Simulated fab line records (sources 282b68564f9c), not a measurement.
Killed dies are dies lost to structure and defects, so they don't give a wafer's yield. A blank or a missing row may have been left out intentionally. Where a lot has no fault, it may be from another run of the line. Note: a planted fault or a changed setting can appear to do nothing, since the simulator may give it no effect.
Which of the tools did it? | flow rit-cmos | 14 lots with 42 wafers sampled at 2 steps, on a route of 202 steps

WHAT EACH GAUGE READ, for each wafer
The record lacks any reading of a measuring or inspecting step that a usual standard deviation could be used to judge.

WHAT TOOL EACH LOT RAN ON (gives the tool, then ch and the chambers of the sampled wafers, and finally the start)
lot  | RIT_CONTACT_CLEAN_13           | RIT_M1_PROBE_99
L805 | wet-bench-01 ch 2, day 3 10:02 | prober-02, day 3 14:35
L807 | wet-bench-01 ch 3, day 3 19:38 | prober-02, day 4 01:34
L808 | wet-bench-02 ch 1, day 3 23:29 | prober-01, day 4 03:58
L809 | wet-bench-02 ch 0, day 4 06:17 | prober-02, day 4 11:26
L811 | wet-bench-02 ch 3, day 4 16:17 | prober-02, day 4 20:50
L812 | wet-bench-01 ch 1, day 4 21:01 | prober-01, day 5 03:32
L814 | wet-bench-03 ch 1, day 5 07:35 | prober-01, day 5 12:11
L815 | wet-bench-02 ch 3, day 5 10:57 | prober-02, day 5 17:45
L816 | wet-bench-01 ch 1, day 5 18:31 | prober-01, day 5 22:53
L817 | wet-bench-02 ch 2, day 6 01:41 | prober-02, day 6 06:09
L820 | wet-bench-02 ch 0, day 6 13:34 | prober-01, day 6 19:22
L822 | wet-bench-01 ch 1, day 6 21:57 | prober-02, day 7 03:55
L825 | wet-bench-03 ch 1, day 7 18:11 | prober-01, day 7 23:35
L827 | wet-bench-01 ch 1, day 8 01:35 | prober-01, day 8 06:04
- RIT_CONTACT_CLEAN_13: cleans in SC1, time 600 s.
- RIT_M1_PROBE_99

WHAT THE TOOLS THEMSELVES READ (means of the sampled wafers that have a number; where no wafer has one, the mark that the record gives instead)
RIT_CONTACT_CLEAN_13. Usual: 627 s for run-length-s, sd 3.4.
lot  | tool         | run-length-s (s) | flag
L805 | wet-bench-01 | 633              |
L807 | wet-bench-01 | 632              |
L808 | wet-bench-02 | 627              |
L809 | wet-bench-02 | 628              |
L811 | wet-bench-02 | 627              |
L812 | wet-bench-01 | 624              |
L814 | wet-bench-03 | 626              |
L815 | wet-bench-02 | 626              |
L816 | wet-bench-01 | 626              |
L817 | wet-bench-02 | 547              | OFF
L820 | wet-bench-02 | 556              | OFF
L822 | wet-bench-01 | 632              |
L825 | wet-bench-03 | 626              |
L827 | wet-bench-01 | 625              |

RIT_M1_PROBE_99. Usual: killed-at-contacts 0.0, standard deviation 0.16; killed-at-front-end 7, standard deviation 3; killed-dies 7, standard deviation 3; killed-open 3.5, standard deviation 2; killed-short 3.6, standard deviation 2.1.
lot  | tool      | killed-at-contacts | killed-at-front-end | killed-dies | killed-open | killed-short | flag
L805 | prober-02 | 0.0                | 6                   | 6           | 3.0         | 2.7          |
L807 | prober-02 | 0.3                | 8                   | 8           | 3.0         | 5.3          |
L808 | prober-01 | 0.0                | 5                   | 5           | 2.7         | 2.7          |
L809 | prober-02 | 0.0                | 6                   | 6           | 2.3         | 3.3          |
L811 | prober-02 | 0.0                | 7                   | 7           | 3.0         | 3.7          |
L812 | prober-01 | 0.0                | 6                   | 6           | 3.7         | 2.7          |
L814 | prober-01 | 0.0                | 7                   | 7           | 4.0         | 3.0          |
L815 | prober-02 | 0.0                | 7                   | 7           | 2.0         | 5.0          |
L816 | prober-01 | 0.0                | 7                   | 7           | 4.0         | 3.0          |
L817 | prober-02 | 0.0                | 8                   | 8           | 3.0         | 5.0          |
L820 | prober-01 | 0.0                | 4                   | 4           | 3.0         | 1.3          |
L822 | prober-02 | 0.0                | 8                   | 8           | 2.7         | 5.3          |
L825 | prober-01 | 0.0                | 6                   | 6           | 2.3         | 3.7          |
L827 | prober-01 | 0.0                | 9                   | 9           | 5.0         | 3.7          |

THE ANSWER, worked out from the rows above alone
Rule: lot off if the mean of its wafers having a number is beyond 3 standard deviations from the usual mean. Also off: a lot with no number at a reading for which 4 or more lots have one. Where the step has rows for the other lots, those lots are counted as sound. Order of review: gauges by route order, followed by the tools' own readings, for which a lot's mean as printed above is used. The first step at which some lot is off is used, and at that step the reading that is off furthest; a lot without a number counts as furthest.
Off at RIT_CONTACT_CLEAN_13 (run-length-s): L817, L820.
A tool fits if, at that step or a process step before it, it ran every lot that is off, and no sound lot after the first of them. One fits: wet-bench-02 at RIT_CONTACT_CLEAN_13. A fault onset in the window from L815 (day 5 10:57, its last sound lot) to L817 (day 6 01:41, its first lot off) fits.
The tool's own readings at RIT_CONTACT_CLEAN_13 bear it out: on the lots that are off they differ by more than 5 times the standard deviation of the sound lots' means. run-length-s reads 552 s there against 628 s on the sound lots.

WHAT THE SIMULATOR PUT IN
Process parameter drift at RIT_CONTACT_CLEAN_13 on wet-bench-02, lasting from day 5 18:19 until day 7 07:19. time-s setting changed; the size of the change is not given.
Shown lots that were struck: L817, L820. Same finding as the rule above.
